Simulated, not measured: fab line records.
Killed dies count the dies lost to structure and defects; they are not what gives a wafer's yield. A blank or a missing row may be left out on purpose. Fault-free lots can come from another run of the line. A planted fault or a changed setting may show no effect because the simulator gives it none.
Comparing a struck lot with a sound one -- flow berkeleyCmos170 -- 15 steps out of a route of 331
Sound: wafers L103.1, L103.2, L103.5. Wafers struck: L102.3, L102.4, L102.5. Last of all comes the cause.
Each step with rows lists, per side, the tool, then ch with its chambers, then its first start. Under that, the readings that differ: sound wafers -- struck wafers -- difference of the means -- sigmas: that difference in standard deviations of wafers without a fault.
alike: words and numbers the same on both sides, and readings whose means are apart by under 2 such deviations; not compared: readings that were withheld, readings missing a value for some wafer, numbers with overlapping values and no deviation given by the record, and bounds like >300 which may hide the same value.
The two part at a step that has a row with sigmas, a row that says differs or no value, or rows on one side only. Non-overlapping numbers with no deviation appear without sigmas and do not part them. A reading that every wafer of one side lacks parts them only if that side has two wafers or more.

UCB170_V1_CMP_02: polishes SiO2.
  sound on cmp-02 ch 0,1,3, day 11 07:03; struck on cmp-01 ch 0,1,3, day 10 13:31
  alike: motorCurrentA, slurryFlowMlMin
UCB170_V1_BOW_MEAS_03:
  sound: filmMetro-03 at day 11 07:21; struck: filmMetro-01 at day 10 13:49
  alike: V1_BOW
UCB170_V1_THK_MEAS_04:
  sound: filmMetro-03 at day 11 07:28; struck: filmMetro-01 at day 10 13:55
  alike: V1_POLISHED_THK
then, 7 steps without rows for these wafers: UCB170_V1_CLEAN_05 (cleans in DIW); UCB170_V1_HMDS_06 (prime time 60 s); UCB170_V1_COAT_07 (resist thk 900 nm); UCB170_V1_SOFTBAKE_08 (time 60 s); UCB170_V1_EXPOSE_09 (exposes mask VIA1, target cd 700 nm); UCB170_V1_PEB_10; UCB170_V1_DEVELOP_11 (develop time 45 s).
UCB170_V1_CD_MEAS_12: the cd target is 700 nm.
  sound: cdSem-01 at day 11 09:46; struck: cdSem-02 at day 10 15:41
  alike: cdNm
UCB170_V1_OVL_MEAS_13:
  sound: overlay-02 at day 11 09:53; struck: overlay-02 at day 10 15:47
  alike: V1_OVL
UCB170_V1_ETCH_14: etches SiO2 in CHF3/CF4/Ar, stops on Al, target depth 1250 nm, time 291 s.
  sound on rieDiel-04 ch 1,2, day 11 09:55; struck on rieDiel-03 ch 1,3, day 10 15:48
  no value came back on the struck wafers for any of 7 readings (CHF3_flow_sccm (sccm), cf4FlowSccm (sccm) and others); on the sound wafers CHF3_flow_sccm (sccm) reads 45.02 44.83 44.76
reading,sound,struck,difference,sigmas
model.KrF_of_V1_COAT_07.thkNm (nm),615.2 618.8 611.3,885.8 882.7 884.4,+269.2,
  not compared: rfHoursCounterH
UCB170_V1_STRIP_15: strips in O2.
  sound on plasmaAsher-01 ch 0,1, day 11 10:06; struck on plasmaAsher-01 ch 0,1, day 10 16:01
reading,sound,struck,difference,sigmas
stripTimeToEndpointS (s),15.43 15.52 15.34,21.63 21.55 21.60,+6.16,+56
  alike: drypumpMotorCurrentA, o2FlowSccm, oesProductAu
  not compared: rfHoursCounterH
UCB170_V1_CD_MEAS_90: the cd target is 700 nm.
  sound: cdSem-01 at day 11 10:12; struck: cdSem-01 at day 10 16:07
reading,sound,struck,difference,sigmas
cdNm (nm),701.0 700.0 701.4,- - -,no value on the struck wafers,

WHERE THEY PART
Earliest at UCB170_V1_ETCH_14; latest, in this record, at UCB170_V1_CD_MEAS_90.

WHY: the cause the simulator had injected
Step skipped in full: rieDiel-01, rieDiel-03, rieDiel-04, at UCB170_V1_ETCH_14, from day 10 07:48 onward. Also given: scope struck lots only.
